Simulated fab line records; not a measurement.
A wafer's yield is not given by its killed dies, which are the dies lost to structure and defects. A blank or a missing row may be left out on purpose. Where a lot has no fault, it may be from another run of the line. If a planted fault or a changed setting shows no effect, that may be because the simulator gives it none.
Check of tool commonality / flow berkeley-cmos170 / 39 wafers sampled across 13 lots

== REASON FOR OPENING ==
2 of 13 lots carry a flag on the reading PLDD_RS at UCB170_SDANNEAL_RS_MEAS_04. No-fault wafers: 1030.6 ohm/sq, standard deviation 2.3.
Rule: a lot is flagged in two cases, either no wafer of it has a number, or all its wafers with numbers fall more than 4 standard deviations from that mean. The other lots count as sound.

lot=L695; measured=day 6 06:41; on=film-metro-04; PLDD_RS (ohm/sq), wafer by wafer=1029.1 1034.1 1033.1; flag=
lot=L696; measured=day 6 19:59; on=film-metro-03; PLDD_RS (ohm/sq), wafer by wafer=1029.0 1029.0 1026.5; flag=
lot=L703; measured=day 7 16:17; on=film-metro-03; PLDD_RS (ohm/sq), wafer by wafer=1055.7 1058.5 1056.3; flag=FLAGGED
lot=L702; measured=day 7 16:38; on=film-metro-04; PLDD_RS (ohm/sq), wafer by wafer=1057.7 1053.0 1057.3; flag=FLAGGED
lot=L707; measured=day 8 17:37; on=film-metro-04; PLDD_RS (ohm/sq), wafer by wafer=1031.0 1032.6 1030.5; flag=
lot=L712; measured=day 10 00:49; on=film-metro-02; PLDD_RS (ohm/sq), wafer by wafer=1030.8 1027.1 1032.0; flag=
lot=L711; measured=day 10 00:50; on=film-metro-03; PLDD_RS (ohm/sq), wafer by wafer=1029.7 1028.4 1028.3; flag=
lot=L713; measured=day 10 12:22; on=film-metro-03; PLDD_RS (ohm/sq), wafer by wafer=1031.3 1032.3 1030.5; flag=
lot=L714; measured=day 10 20:44; on=film-metro-03; PLDD_RS (ohm/sq), wafer by wafer=1033.5 1031.7 1030.5; flag=
lot=L716; measured=day 10 21:11; on=film-metro-02; PLDD_RS (ohm/sq), wafer by wafer=1036.3 1033.0 1035.9; flag=
lot=L715; measured=day 10 21:37; on=film-metro-03; PLDD_RS (ohm/sq), wafer by wafer=1023.6 1027.1 1026.2; flag=
lot=L718; measured=day 11 06:07; on=film-metro-04; PLDD_RS (ohm/sq), wafer by wafer=1026.6 1027.7 1031.7; flag=
lot=L717; measured=day 11 06:08; on=film-metro-03; PLDD_RS (ohm/sq), wafer by wafer=1030.6 1030.9 1030.1; flag=
On average the flagged lots' numbers are 1056.4 ohm/sq, which is +25.8 ohm/sq against the usual, or +11 standard deviations.

== EACH LOT AND THE TOOL IT RAN ON ==
The record keeps 1 process step preceding the reading, out of 331 steps on the route. In each cell: the tool, then ch and the chambers that the sampled wafers went through, then the start.
lot=L695; flag=; UCB170_SPACER_ANNEAL_02=furnace-03 ch 0, day 5 20:54
lot=L696; flag=; UCB170_SPACER_ANNEAL_02=furnace-01 ch 0, day 6 11:45
lot=L703; flag=FLAGGED; UCB170_SPACER_ANNEAL_02=furnace-03 ch 0, day 7 09:55
lot=L702; flag=FLAGGED; UCB170_SPACER_ANNEAL_02=furnace-03 ch 0, day 7 09:55
lot=L707; flag=; UCB170_SPACER_ANNEAL_02=furnace-01 ch 0, day 8 10:55
lot=L712; flag=; UCB170_SPACER_ANNEAL_02=furnace-01 ch 0, day 9 15:06
lot=L711; flag=; UCB170_SPACER_ANNEAL_02=furnace-01 ch 0, day 9 15:06
lot=L713; flag=; UCB170_SPACER_ANNEAL_02=furnace-01 ch 0, day 10 02:52
lot=L714; flag=; UCB170_SPACER_ANNEAL_02=furnace-04 ch 0, day 10 14:54
lot=L716; flag=; UCB170_SPACER_ANNEAL_02=furnace-04 ch 0, day 10 14:54
lot=L715; flag=; UCB170_SPACER_ANNEAL_02=furnace-04 ch 0, day 10 14:54
lot=L718; flag=; UCB170_SPACER_ANNEAL_02=furnace-01 ch 0, day 10 22:44
lot=L717; flag=; UCB170_SPACER_ANNEAL_02=furnace-01 ch 0, day 10 22:44
What is done by these steps:
- UCB170_SPACER_ANNEAL_02: time 1800 s.
- UCB170_SDANNEAL_RS_MEAS_04: measures by four-point-probe.

== FLAGGED OVER TOTAL, TOOL BY TOOL (the gauges that took the reading come last) ==
step=UCB170_SPACER_ANNEAL_02; tool=furnace-01; lots run=7; flagged=0; share of the flagged lots=none; sound lots run after its first flagged lot=-
step=UCB170_SPACER_ANNEAL_02; tool=furnace-03; lots run=3; flagged=2; share of the flagged lots=all; sound lots run after its first flagged lot=0
step=UCB170_SPACER_ANNEAL_02; tool=furnace-04; lots run=3; flagged=0; share of the flagged lots=none; sound lots run after its first flagged lot=-
step=UCB170_SDANNEAL_RS_MEAS_04; tool=film-metro-02; lots run=2; flagged=0; share of the flagged lots=none; sound lots run after its first flagged lot=-
step=UCB170_SDANNEAL_RS_MEAS_04; tool=film-metro-03; lots run=7; flagged=1; share of the flagged lots=some; sound lots run after its first flagged lot=5 (L711,L713,L714,L715,L717)
step=UCB170_SDANNEAL_RS_MEAS_04; tool=film-metro-04; lots run=4; flagged=1; share of the flagged lots=some; sound lots run after its first flagged lot=2 (L707,L718)

== THE TABLE: WHAT IT ALLOWS ==
Rows of the table that ran each flagged lot: 1, that is furnace-03 at UCB170_SPACER_ANNEAL_02.
- furnace-03 at UCB170_SPACER_ANNEAL_02: 2 of its 3 lots flagged. It ran its last sound lot, L695, at day 5 20:54 and its first flagged lot, L702, at day 7 09:55: a fault with its onset between the two fits. Its own readings lie more than 4 standard deviations out on every wafer of the flagged lots: spike-tc-centre-C, tube-center-temp-C, tube_center_temp_C_max.
One tool is left: furnace-03 at UCB170_SPACER_ANNEAL_02.

== WHAT THE SIMULATOR HAD INSERTED ==
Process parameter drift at UCB170_SPACER_ANNEAL_02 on furnace-03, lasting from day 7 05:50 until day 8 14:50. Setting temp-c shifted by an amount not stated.
Struck lots among those shown: L703, L702. Same finding as the rule above.
